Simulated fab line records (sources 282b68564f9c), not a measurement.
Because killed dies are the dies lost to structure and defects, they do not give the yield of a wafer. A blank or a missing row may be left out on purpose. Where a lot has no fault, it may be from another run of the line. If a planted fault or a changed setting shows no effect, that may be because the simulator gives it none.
Split-lot trial / flow rit_cmos / on a route of 202 steps: 5 lots, 23 wafers read

## ON THE SPLIT
At RIT_PLDD_IMPLANT_08, the setting dose_cm2 was moved away from the recipe's 9e+14 on 7 of the 23 wafers read, by -5.4% to -4.5%. All remaining wafers had this setting at the recipe value.

## FROM THE SPLIT TO THE READING: what the file shows between them, 8 steps
- RIT_NSD_COAT_01: resist thk 1000 nm (also split here: resist_thk_nm)
- RIT_NSD_SOFTBAKE_02: time 60 s
- RIT_NSD_EXPOSE_03: exposes mask M9, target cd 40700 nm
- RIT_NSD_DEVELOP_05: develop time 50 s
- RIT_NSD_HARDBAKE_07: time 60 s
- RIT_SDANNEAL_CLEAN_00: cleans in SC1, time 600 s (also split here: time_s)
- RIT_SDANNEAL_CLEAN_01: cleans in dHF, time 28.5 s
- RIT_SDANNEAL_CLEAN_02: cleans in SC2, time 600 s

## THE READING
Measured at RIT_SDANNEAL_RS_MEAS_06 by four-point probe: PLDD_RS, in ohm/sq. Typical for fault-free wafers on this fab line: 179.0 ohm/sq, with standard deviation 0.47 ohm/sq.

wafer=L074.1; tool, chamber at the split=implanter-04, 0; dose_cm2 as run=8.512e+14; against the recipe=-5.4%; PLDD_RS, ohm/sq=183.6; against lot-mates on the recipe=+4.8
wafer=L074.2; tool, chamber at the split=implanter-04, 0; dose_cm2 as run=9e+14; against the recipe=recipe; PLDD_RS, ohm/sq=179.1; against lot-mates on the recipe=-
wafer=L074.3; tool, chamber at the split=implanter-04, 0; dose_cm2 as run=8.512e+14; against the recipe=-5.4%; PLDD_RS, ohm/sq=184.2; against lot-mates on the recipe=+5.4
wafer=L074.5; tool, chamber at the split=implanter-04, 0; dose_cm2 as run=8.512e+14; against the recipe=-5.4%; PLDD_RS, ohm/sq=184.1; against lot-mates on the recipe=+5.3
wafer=L074.6; tool, chamber at the split=implanter-04, 0; dose_cm2 as run=9e+14; against the recipe=recipe; PLDD_RS, ohm/sq=178.4; against lot-mates on the recipe=-
wafer=L077.2; tool, chamber at the split=implanter-04, 0; dose_cm2 as run=9e+14; against the recipe=recipe; PLDD_RS, ohm/sq=178.9; against lot-mates on the recipe=-
wafer=L077.3; tool, chamber at the split=implanter-04, 0; dose_cm2 as run=9e+14; against the recipe=recipe; PLDD_RS, ohm/sq=179.1; against lot-mates on the recipe=-
wafer=L077.4; tool, chamber at the split=implanter-04, 0; dose_cm2 as run=9e+14; against the recipe=recipe; PLDD_RS, ohm/sq=178.6; against lot-mates on the recipe=-
wafer=L077.5; tool, chamber at the split=implanter-04, 0; dose_cm2 as run=9e+14; against the recipe=recipe; PLDD_RS, ohm/sq=178.8; against lot-mates on the recipe=-
wafer=L077.6; tool, chamber at the split=implanter-04, 0; dose_cm2 as run=9e+14; against the recipe=recipe; PLDD_RS, ohm/sq=178.6; against lot-mates on the recipe=-
wafer=L078.1; tool, chamber at the split=implanter-04, 0; dose_cm2 as run=9e+14; against the recipe=recipe; PLDD_RS, ohm/sq=179.0; against lot-mates on the recipe=-
wafer=L078.3; tool, chamber at the split=implanter-04, 0; dose_cm2 as run=8.577e+14; against the recipe=-4.7%; PLDD_RS, ohm/sq=183.6; against lot-mates on the recipe=+4.6
wafer=L078.4; tool, chamber at the split=implanter-04, 0; dose_cm2 as run=8.577e+14; against the recipe=-4.7%; PLDD_RS, ohm/sq=183.2; against lot-mates on the recipe=+4.2
wafer=L078.5; tool, chamber at the split=implanter-04, 0; dose_cm2 as run=9e+14; against the recipe=recipe; PLDD_RS, ohm/sq=179.0; against lot-mates on the recipe=-
wafer=L078.6; tool, chamber at the split=implanter-04, 0; dose_cm2 as run=9e+14; against the recipe=recipe; PLDD_RS, ohm/sq=179.1; against lot-mates on the recipe=-
wafer=L081.1; tool, chamber at the split=implanter-04, 0; dose_cm2 as run=9e+14; against the recipe=recipe; PLDD_RS, ohm/sq=179.2; against lot-mates on the recipe=-
wafer=L081.2; tool, chamber at the split=implanter-04, 0; dose_cm2 as run=8.592e+14; against the recipe=-4.5%; PLDD_RS, ohm/sq=182.9; against lot-mates on the recipe=+3.7
wafer=L081.3; tool, chamber at the split=implanter-04, 0; dose_cm2 as run=9e+14; against the recipe=recipe; PLDD_RS, ohm/sq=179.3; against lot-mates on the recipe=-
wafer=L081.4; tool, chamber at the split=implanter-04, 0; dose_cm2 as run=9e+14; against the recipe=recipe; PLDD_RS, ohm/sq=179.1; against lot-mates on the recipe=-
wafer=L081.6; tool, chamber at the split=implanter-04, 0; dose_cm2 as run=8.592e+14; against the recipe=-4.5%; PLDD_RS, ohm/sq=183.3; against lot-mates on the recipe=+4.1
wafer=L084.3; tool, chamber at the split=implanter-04, 0; dose_cm2 as run=9e+14; against the recipe=recipe; PLDD_RS, ohm/sq=177.9; against lot-mates on the recipe=-
wafer=L084.4; tool, chamber at the split=implanter-04, 0; dose_cm2 as run=9e+14; against the recipe=recipe; PLDD_RS, ohm/sq=178.9; against lot-mates on the recipe=-
wafer=L084.5; tool, chamber at the split=implanter-04, 0; dose_cm2 as run=9e+14; against the recipe=recipe; PLDD_RS, ohm/sq=178.4; against lot-mates on the recipe=-

FIT RESULTS
A straight line over all 23 wafers: PLDD_RS changes by -0.951 ohm/sq for each +1% of dose_cm2; r = -0.99; the points scatter about the line by 0.34 ohm/sq.
The same after taking each lot's own level away (the mean of its wafers on the recipe; 23 wafers): -0.931 ohm/sq for each +1%; r = -0.99; scatter 0.28 ohm/sq.
The reading moves by 5 ohm/sq for the largest change in dose_cm2, on that fit.
Measured against the standard deviation above, the lots' own levels, which go from 178.40 to 179.20 ohm/sq, span 1.7 times it.
So the lot-to-lot level changes the slope little: the two slopes agree.
Check: with one of the wafers moved furthest among these (-5.4%) left out of the fit, the line predicts +5.08 ohm/sq for it against its lot-mates. It came out at +4.85 ohm/sq against them.

## THE OTHER SPLITS THESE WAFERS WENT THROUGH
Before the reading, these wafers also passed through other splits. Each is held against what the fit with the lots' levels taken away leaves over:
other split on the same wafers=RIT_ACTIVE_OXIDATION_01 temp_c; wafers away from the commonest value=10; r with PLDD_RS (lot level and that fit taken away)=+0.19
other split on the same wafers=RIT_FOX2_OXIDATION_00 ox_time_s; wafers away from the commonest value=15; r with PLDD_RS (lot level and that fit taken away)=+0.09
other split on the same wafers=RIT_NWELL_IMPLANT_08 energy_kev; wafers away from the commonest value=10; r with PLDD_RS (lot level and that fit taken away)=-0.20
other split on the same wafers=RIT_GATE_COAT_11 resist_thk_nm; wafers away from the commonest value=5; r with PLDD_RS (lot level and that fit taken away)=-0.17
other split on the same wafers=RIT_GATE_DEVELOP_15 dev_temp_c; wafers away from the commonest value=9; r with PLDD_RS (lot level and that fit taken away)=-0.11
other split on the same wafers=RIT_PLDD_SOFTBAKE_02 temp_c; wafers away from the commonest value=9; r with PLDD_RS (lot level and that fit taken away)=+0.06
other split on the same wafers=RIT_NSD_COAT_01 resist_thk_nm; wafers away from the commonest value=11; r with PLDD_RS (lot level and that fit taken away)=+0.00
other split on the same wafers=RIT_SDANNEAL_CLEAN_00 time_s; wafers away from the commonest value=15; r with PLDD_RS (lot level and that fit taken away)=-0.11

## THE FILE'S OWN FIT
PLDD_RS changes by -0.926 ohm/sq for each +1% of dose_cm2, r = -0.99.
